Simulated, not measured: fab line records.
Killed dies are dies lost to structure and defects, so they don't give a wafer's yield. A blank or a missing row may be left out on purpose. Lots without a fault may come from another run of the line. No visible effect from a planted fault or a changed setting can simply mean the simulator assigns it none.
fab line records	flow berkeley_cmos170
record lots=15	wafers=45	last_day=12
route steps=331 shown M1@251
lots untouched by any fault: they come from a run of this same line in which no faults occurred
start_h: start of the lot's first displayed wafer, in hours after the record's first day	wait_h: hours since the lot's step before	" as in the row above	L1.1+2: a single row standing in for several wafers	- no value, or no start was given	* or withheld: withheld	< > ~ a bound
route shown NAME@n: a module of which the file shows steps, and the number in the route of the first	usual: average and standard deviation across the fault-free wafers	same: alike in all rows	chamber/n: place in a boat	sites: per-site readings	_std_site: standard deviation of those values	_edge_site: the outer-site mean with the inner-site mean subtracted	radius_mm: for every site, how far away it sits from the centre of the wafer	mask NAME#n: copy n	behind: the last tool/chamber to shape the wafer	hold: why the lot went on hold/how many hours it stayed there/how the hold came to an end	device: which transistor (n, p or np) failed to switch	end of line: tests of these same wafers at the route's end	a step with no rows: only its recipe	killed: dies lost to structure and defects at the first sort, not the wafer's yield	map: shows each die of a wafer: x if killed, . if not, _ if none is there
set.NAME: the run value of the setting; set.NAME@STEP: its run value at that earlier step	model.NAME: the simulator's own value behind a step, which no gauge read
a sample of lots followed through the steps of the route, with each step as a table and each wafer as a row
services: from which hour (start_h, from the record's first day; less than 0 if before it) a tool's chamber was out of use, for how many hours, and why
## steps
# step UCB170_M1_STRIP_13
# recipe chemistry=O2	power_w=400	pressure_mtorr=3500	platen_temp_c=withheld	o2_flow_sccm=400	overash_fraction=0.5
# usual chamber_pressure_mTorr=3500/3.2	drypump_motor_current_A=5.5/0.36	oes_product_au=0.720/0.0045
lot.wafer	tool	chamber	start_h	wait_h	chamber_pressure_mTorr	drypump_motor_current_A	oes_product_au	rf_hours_counter_h
L500.2	plasma_asher-04	0	154.03	0.1	3492	5.5	0.729	39
L500.3	"	1	"	"	3498	5.3	0.729	-
L500.5	"	0	"	"	3506	5.5	0.719	-
L502.3	plasma_asher-04	1	163.19	0.1	3495	5.3	0.725	-
L502.4	"	0	"	"	3496	5.5	0.716	-
L502.5	"	0	"	"	3499	5.5	0.720	-
L501.2	plasma_asher-01	0	163.44	0.1	3504	6.1	0.724	50
L501.4	"	0	"	"	3498	6.1	0.725	-
L501.6	"	1	"	"	3499	6.1	0.719	-
L504.1	plasma_asher-04	1	170.13	0.2	3499	5.4	0.725	41
L504.2	"	0	"	"	3506	5.5	0.726	41
L504.3	"	1	"	"	3497	5.3	0.718	-
L505.2	plasma_asher-01	0	172.32	0.1	3500	6.1	0.709	52
L505.4	"	1	"	"	3499	6.1	0.720	-
L505.5	"	1	"	"	3504	6.1	0.719	-
L508.1	plasma_asher-01	1	179.73	0.1	3503	6.1	0.718	52
L508.2	"	0	"	"	3497	6.1	0.724	52
L508.5	"	0	"	"	3501	6.1	0.723	-
L509.1	plasma_asher-04	1	195.31	0.1	3503	5.3	0.719	43
L509.3	"	0	"	"	3501	5.5	0.725	-
L509.5	"	0	"	"	3504	5.5	0.719	-
L510.2	plasma_asher-02	0	197.27	0.2	3503	5.1	0.721	40
L510.5	"	1	"	"	3497	5.3	0.718	-
L510.6	"	0	"	"	3499	5.1	0.712	-
L513.1	plasma_asher-01	0	214.91	0.1	3502	6.1	0.721	56
L513.3	"	0	"	"	3497	6.1	0.722	-
L513.5	"	0	"	"	3500	6.1	0.717	-
L511.1	plasma_asher-02	1	215.19	0.1	3498	5.3	0.714	41
L511.2	"	0	"	"	3501	5.0	0.717	41
L511.5	"	0	"	"	3502	5.0	0.716	-
L512.4	plasma_asher-04	0	215.50	0.1	3499	5.6	0.720	-
L512.5	"	1	"	"	3498	5.3	0.728	-
L512.6	"	0	"	"	3501	5.6	0.723	-
L518.2	plasma_asher-04	1	249.66	0.1	-	-	-	-
L518.4	"	1	"	"	-	-	-	-
L518.6	"	1	"	"	-	-	-	-
L520.4	plasma_asher-02	0	259.43	0.1	-	-	-	-
L520.5	"	1	"	"	-	-	-	-
L520.6	"	0	"	"	-	-	-	-
L519.1	plasma_asher-04	1	260.61	0.1	-	-	-	-
L519.2	"	0	"	"	-	-	-	-
L519.3	"	1	"	"	-	-	-	-
L521.2	plasma_asher-04	0	263.86	0.1	3500	5.5	0.712	51
L521.3	"	0	"	"	3494	5.5	0.725	-
L521.4	"	1	"	"	3498	5.3	0.722	-
## services
tool	chamber	start_h	hours	kind
plasma_asher-02	-	202.30	3.2	repair
plasma_asher-01	-	249.16	1.2	repair
plasma_asher-01	-	258.21	0.9	repair
## key
first_sign step=UCB170_M1_STRIP_13	reading=tool_record	direction=missing
effect none on later readings
met_at UCB170_M1_STRIP_13
struck_lots L518,L519,L520
later_rows_left_out L518.2,L518.4,L518.6,L519.1,L519.2,L519.3,L520.4,L520.5,L520.6
sort_left_out L518.2,L518.4,L518.6,L519.1,L519.2,L519.3,L520.4,L520.5,L520.6
onset_between 215.50 249.66
fault kind=skipped_step_whole	tool=plasma_asher-02,plasma_asher-04	chamber=-	onset_h=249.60	steps=UCB170_M1_STRIP_13	scope=struck_lots_only
# sort_left_out: the simulated sort isn't trusted on such a fault, so these wafers' sort isn't shown, and their yield isn't known
# later_rows_left_out: the simulator's readings of these wafers behind a module that went badly wrong aren't trusted and aren't shown, but for the sort
